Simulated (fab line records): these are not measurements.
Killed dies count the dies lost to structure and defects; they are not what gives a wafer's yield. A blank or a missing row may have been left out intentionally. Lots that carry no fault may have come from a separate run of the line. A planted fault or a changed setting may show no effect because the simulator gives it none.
Split-lot trial + flow ritCmos + route with 202 steps; 5 lots, 23 wafers read

ON THE SPLIT
At RIT_PRETRO_IMPLANT_08, the setting doseCm2 was moved away from the recipe's 1.2e+13 on 9 of the 23 wafers read, by -6.2% to +4.5%. All remaining wafers had this setting at the recipe value.

THE PATH FROM SPLIT TO READING: the file shows 1 step between them
- RIT_PRETRO_STRIP_09: strips in O2, time 180 s

THE READING
PRETRO_TW, at RIT_PRETRO_TW_MEAS_10. Fault-free wafers of this fab line usually give 474, standard deviation 3.5.

| wafer  | tool, chamber at the split | doseCm2 as run | against the recipe | PRETRO_TW | against lot-mates on the recipe |
|--------|----------------------------|----------------|--------------------|-----------|---------------------------------|
| L074.1 | implanter-02, 0            | 1.249e+13      | +4.1%              | 480       | +8                              |
| L074.2 | implanter-02, 0            | 1.2e+13        | recipe             | 472       | -                               |
| L074.4 | implanter-02, 0            | 1.249e+13      | +4.1%              | 480       | +8                              |
| L074.5 | implanter-02, 0            | 1.249e+13      | +4.1%              | 477       | +5                              |
| L074.6 | implanter-02, 0            | 1.2e+13        | recipe             | 472       | -                               |
| L078.1 | implanter-02, 0            | 1.2e+13        | recipe             | 479       | -                               |
| L078.2 | implanter-02, 0            | 1.2e+13        | recipe             | 481       | -                               |
| L078.5 | implanter-02, 0            | 1.2e+13        | recipe             | 483       | -                               |
| L079.1 | implanter-02, 0            | 1.159e+13      | -3.4%              | 465       | -4                              |
| L079.2 | implanter-02, 0            | 1.2e+13        | recipe             | 468       | -                               |
| L079.4 | implanter-02, 0            | 1.159e+13      | -3.4%              | 465       | -4                              |
| L079.5 | implanter-02, 0            | 1.2e+13        | recipe             | 469       | -                               |
| L079.6 | implanter-02, 0            | 1.2e+13        | recipe             | 471       | -                               |
| L080.2 | implanter-02, 0            | 1.2e+13        | recipe             | 474       | -                               |
| L080.3 | implanter-02, 0            | 1.2e+13        | recipe             | 476       | -                               |
| L080.4 | implanter-02, 0            | 1.126e+13      | -6.2%              | 468       | -7                              |
| L080.5 | implanter-02, 0            | 1.2e+13        | recipe             | 475       | -                               |
| L080.6 | implanter-02, 0            | 1.126e+13      | -6.2%              | 465       | -10                             |
| L084.1 | implanter-04, 0            | 1.2e+13        | recipe             | 472       | -                               |
| L084.2 | implanter-04, 0            | 1.254e+13      | +4.5%              | 478       | +6                              |
| L084.3 | implanter-04, 0            | 1.2e+13        | recipe             | 471       | -                               |
| L084.4 | implanter-04, 0            | 1.254e+13      | +4.5%              | 480       | +8                              |
| L084.6 | implanter-04, 0            | 1.2e+13        | recipe             | 474       | -                               |

THE FIT
A straight line over all 23 wafers: PRETRO_TW changes by +1.37 for each +1% of doseCm2; r = +0.74; the points scatter about the line by 3.8.
The same after taking each lot's own level away (the mean of its wafers on the recipe; 23 wafers): +1.47 for each +1%; r = +0.96; scatter 1.3.
The reading moves by 9.1 for the largest change in doseCm2, on that fit.
From 469.3 to 481.0: that is the span of the lots' own levels, equal to 3.3 times the standard deviation above.
So the lot-to-lot level blurs the effect unless lot-mates are compared.
Check: for one of the wafers moved furthest among these (-6.2%), held out of the fit, the line's prediction against its lot-mates is -9.45. It came out at -7 against them.

OTHER SPLITS APPLIED TO THESE WAFERS
Note: prior to the reading, these wafers also went through further splits. Each is held against what the fit with the lots' levels taken away leaves over:
| other split on the same wafers  | wafers away from the commonest value | r with PRETRO_TW (lot level and that fit taken away) |
|---------------------------------|--------------------------------------|------------------------------------------------------|
| RIT_ACTIVE_OXIDATION_01 oxTimeS | 18                                   | +0.01                                                |
| RIT_FOX1_OXIDATION_00 oxTimeS   | 15                                   | +0.01                                                |
| RIT_NWELL_COAT_01 spinRpm       | 7                                    | +0.13                                                |
| RIT_NWELL_HARDBAKE_07 tempC     | 8                                    | +0.12                                                |
| RIT_PWELL_IMPLANT_08 energyKev  | 11                                   | +0.05                                                |
| RIT_NRETRO_COAT_01 spinRpm      | 5                                    | -0.17                                                |

THE FILE'S OWN FIT
PRETRO_TW changes by +1.44 for each +1% of doseCm2, r = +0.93.
